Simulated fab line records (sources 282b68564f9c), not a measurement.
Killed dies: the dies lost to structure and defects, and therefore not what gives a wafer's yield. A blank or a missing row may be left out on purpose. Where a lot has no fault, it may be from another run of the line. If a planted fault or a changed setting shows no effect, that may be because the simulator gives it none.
A lot that was struck, set against a sound lot ; flow rit cmos ; 21 steps out of a route of 202
Sound: wafers L191.1, L191.3, L191.6. Wafers L201.1, L201.3, L201.4 were the ones struck. The cause is given at the end.
At each step with rows: each side's tool, then ch and its chambers, then its first start. Under that, the readings that differ: sound wafers ; struck wafers ; difference of the means ; sigmas: that difference in standard deviations of wafers without a fault.
alike: words and numbers the same on both sides, and readings whose means are apart by under 2 such deviations; not compared: readings that were withheld, readings missing a value for some wafer, numbers with overlapping values and no deviation given by the record, and bounds like >300 which may hide the same value.
Wherever a step has rows on one side only, a row that says differs or no value, or a row with sigmas, the two part there. Non-overlapping numbers with no deviation appear without sigmas and do not part them. Lack of a reading on every wafer of one side parts them only where that side has two or more wafers.

RIT_PLDD_OVL_MEAS_06:
  struck on overlay-01, day 5 06:47; sound on overlay-01, day 3 03:11
  alike: PLDD_OVL
then, 2 steps without rows for these wafers: RIT_PLDD_HARDBAKE_07 (time 60 s); RIT_PLDD_IMPLANT_08.
RIT_PLDD_STRIP_09: strips in O2, time 180 s.
  sound on plasma asher-03 ch 0,1, day 3 03:31; struck on plasma asher-04 ch 0,1, day 5 07:07
  alike: drypump motor current A
  not compared: rf hours counter h
RIT_PLDD_TW_MEAS_10:
  struck on film metro-01, day 5 07:18; sound on film metro-01, day 3 03:42
  alike: PLDD_TW
then, 4 steps without rows for these wafers: RIT_SPACER_CLEAN_00 (cleans in SC1, time 600 s); RIT_SPACER_CLEAN_01 (cleans in dHF, time 30 s); RIT_SPACER_CLEAN_02 (cleans in SC2, time 600 s); RIT_SPACER_CVD_03 (deposits Si3N4 from SiH2Cl2/NH3, target thk 250 nm, time 3300 s).
RIT_SPACER_THK_MEAS_04:
  struck on film metro-02, day 5 09:38; sound on film metro-02, day 3 06:04
  alike: SPACER_NITRIDE_THK
RIT_SPACER_ETCHBACK_05: etches Si3N4 in SF6/CHF3, stops on SiO2, target depth 250 nm, time 240 s.
  sound on rie diel-04 ch 0,3, day 3 06:07; struck on rie diel-01 ch 2,3, day 5 09:42
  alike: CHF3_flow_sccm, drypump motor current A, oes product au, throttle valve pct
  not compared: rf hours counter h
then, 1 step without rows for these wafers: RIT_NSD_HMDS_00 (prime time 60 s).
RIT_NSD_COAT_01: resist thk 1000 nm.
  sound on litho track-02 ch 0, day 3 06:25; struck on litho track-02 ch 0, day 5 10:00
reading;sound;struck;difference;sigmas
model.NOVOLAK_of_NSD_COAT_01.thk nm (nm);1002 1000 1001;990.6 988 990.1;-11.4;
then, 4 steps without rows for these wafers: RIT_NSD_SOFTBAKE_02 (time 60 s); RIT_NSD_EXPOSE_03 (exposes mask M9, target cd 40700 nm); RIT_NSD_PEB_04; RIT_NSD_DEVELOP_05 (develop time 50 s).
RIT_NSD_OVL_MEAS_06:
  struck on overlay-02, day 5 10:42; sound on overlay-02, day 3 07:07
  alike: NSD_OVL
RIT_NSD_HARDBAKE_07: time 60 s.
  sound on litho track-02 ch 0, day 3 07:09; struck on litho track-01 ch 0, day 5 10:44
reading;sound;struck;difference;sigmas
model.NOVOLAK_of_NSD_COAT_01.thk nm (nm);887.5 886 886.3;877.3 875 876.9;-10.2;
after that, 1 step had no rows for these wafers: RIT_NSD_IMPLANT_08.
RIT_M1_PROBE_99:
  struck on prober-01, day 5 20:32; sound on prober-01, day 3 17:10
reading;sound;struck;difference;sigmas
killed_at_M0_to_M3;1 0 0;0 0 0;+0;-3
  alike: killed at front end, killed dies, killed open, killed short

## WHERE THEY PART
RIT_M1_PROBE_99 only, going by this record.

WHY: the cause the simulator had injected
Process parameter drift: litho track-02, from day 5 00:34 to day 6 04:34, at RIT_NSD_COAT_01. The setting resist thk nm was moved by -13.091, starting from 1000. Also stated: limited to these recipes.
